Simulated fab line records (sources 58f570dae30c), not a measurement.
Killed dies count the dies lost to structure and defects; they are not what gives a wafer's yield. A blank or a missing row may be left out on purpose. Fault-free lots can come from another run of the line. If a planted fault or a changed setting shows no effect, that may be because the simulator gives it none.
Problem report, 8D (eight disciplines) form, completed by code -- flow berkeley cmos170 -- the parts of the form that need people (team, actions taken, sign-off) are left out

## 1. THE PROBLEM
At UCB170_M3_COAT_09, spin speed rpm averages 3437.3 rpm over 6 wafers from 2 lots, while fault-free wafers read 2999.5 rpm, standard deviation 2.2. That is +99 or more standard deviations from the usual mean.
Earliest sighting: wafer L888.1 on litho track-03 at day 11 19:43. At this step, 42 wafers from 14 lots have a number in the record. By rule, "out" or "out of limits" means more than 4 standard deviations away from the usual mean. The other wafers with a number count as sound.

## 2. WHAT IT IS, WHAT IT ISN'T
question,is,is not
which readings at this step,spin speed rpm,dispense pressure kPa
which lots,"L888, L894","L876, L877, L878, L879, L881, L882, L884, L886, L887, L890, L898, L899"
which wafers of those lots,all that have a number,-
read on which tools,litho track-03,"litho track-02, litho track-04"
when,from day 11 19:43,"up to then (30 sound wafers); but 6 sound wafers of L898, L899 came after"

## 3. SUSPECTS, AND WHAT RULES EACH OUT
Counting: any tool at a process step up to the reading is kept as a suspect provided that every lot that is out went through it and no sound lot did after the first of them.
- litho track-03 at UCB170_M3_COAT_09: kept. It processed each lot that is out, first L888 at day 11 19:43, and no sound lot thereafter; up to then, the last sound lot it processed was L886 at day 11 18:50. On those wafers its own readings are out: spin speed rpm.
Remaining after the count: litho track-03 at UCB170_M3_COAT_09.

## 4. THE CAUSE (what the simulator had put in)
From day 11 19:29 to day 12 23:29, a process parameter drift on litho track-03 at UCB170_M3_COAT_09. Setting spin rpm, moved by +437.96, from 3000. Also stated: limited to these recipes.
Only this tool survived the counting.

## 5. SEQUENCE OF EFFECTS, ordered by route
Rows list readings where the struck wafers' mean (over those with a number) sits beyond 3 standard deviations from the usual. Only readings for which the record gives a usual standard deviation are gone through. hours: the time from each lot's start at the first step in this table that gives one to its start at this step, as a median over the lots. sigmas: the change in usual standard deviations.
hours,step,reading,usual,on struck wafers,change,sigmas
0,UCB170_M3_COAT_09,spin speed rpm,2999.5 rpm,3437.3,+437.8,+99 or more
The process steps in it:
- UCB170_M3_COAT_09

## 6. HOW IT WOULD HAVE BEEN CAUGHT EARLIER
The fault began at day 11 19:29; the first out-of-limits reading in this record came at day 11 19:43, 0 hours later.
